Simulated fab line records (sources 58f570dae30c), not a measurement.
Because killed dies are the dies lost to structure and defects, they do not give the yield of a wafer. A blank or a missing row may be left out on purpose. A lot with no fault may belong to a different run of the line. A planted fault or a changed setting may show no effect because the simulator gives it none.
Comparing a struck lot with a sound one :: flow berkeley cmos170 :: 14 steps out of a route of 331
Sound: the wafers L829.1, L829.5, L829.6. Wafers struck: L836.2, L836.3, L836.4. The cause is given at the end.
At each step with rows: each side's tool, then ch and its chambers, then its first start. Under that, the readings that differ: sound wafers :: struck wafers :: difference of the means :: sigmas: that difference in standard deviations of wafers without a fault.
alike: a reading whose means differ by less than 2 such deviations, as well as words and numbers matching on both sides. not compared: withheld readings; readings where some wafer has no value; bounds like >300 that might hide an equal value; numbers whose values overlap and for which the record gives no deviation.
The two part at a step that has a row with sigmas, a row that says differs or no value, or rows on one side only. Numbers that don't overlap but have no deviation are shown without sigmas and don't part them. A reading missing from all wafers of one side parts the sides only when that side holds two or more wafers.

first, 2 steps without rows for these wafers: UCB170_NVT_PEB_04; UCB170_NVT_DEVELOP_05 (develop time 45 s).
UCB170_NVT_OVL_MEAS_06:
  sound: overlay-02 at day 6 17:05; struck: overlay-01 at day 8 08:04
  alike: NVT_OVL
after that, 1 step had no rows for these wafers: UCB170_NVT_IMPLANT_07.
UCB170_NVT_STRIP_08: strips in O2.
  sound on plasma asher-01 ch 0,1, day 6 17:16; struck on plasma asher-02 ch 0,1, day 8 08:15
  alike: drypump motor current A, oes product au, strip time to endpoint s
  not compared: rf hours counter h
UCB170_NVT_TW_MEAS_09:
  sound: film metro-02 at day 6 17:22; struck: film metro-03 at day 8 08:22
reading: NVT_TW
sound: 517 515 515
struck: 527 532 531
difference: +14
sigmas: +2
then, 6 steps without rows for these wafers: UCB170_NVT_CLEAN_10 (cleans in SPM, time 600 s); UCB170_PVT_HMDS_00 (prime time 60 s); UCB170_PVT_COAT_01 (resist thk 900 nm); UCB170_PVT_SOFTBAKE_02 (time 60 s); UCB170_PVT_EXPOSE_03 (exposes mask NWELL, target cd 3000 nm); UCB170_PVT_PEB_04.
UCB170_PVT_DEVELOP_05: develop time 45 s.
  struck on litho track-04, day 8 10:00; sound on litho track-04 ch 0, day 6 19:00
  no value came back on the struck wafers for chill plate temp C (C), develop time s (s); on the sound wafers chill plate temp C (C) reads 23.00 23.24 22.89
reading: model.KrF_of_PVT_COAT_01.thk nm (nm)
sound: 885.8 887 886.7
struck: 901 902.9 901.3
difference: +15
sigmas: 
UCB170_PVT_OVL_MEAS_06:
  sound: overlay-01 at day 6 19:38; struck: overlay-02 at day 8 11:04
reading: PVT_OVL (nm)
sound: -8 5 3
struck: - - -
difference: no value on the struck wafers
sigmas: 

== WHERE THEY PART ==
Last at UCB170_PVT_OVL_MEAS_06 as far as this record goes, first at UCB170_NVT_TW_MEAS_09.

WHY: what the simulator had put in
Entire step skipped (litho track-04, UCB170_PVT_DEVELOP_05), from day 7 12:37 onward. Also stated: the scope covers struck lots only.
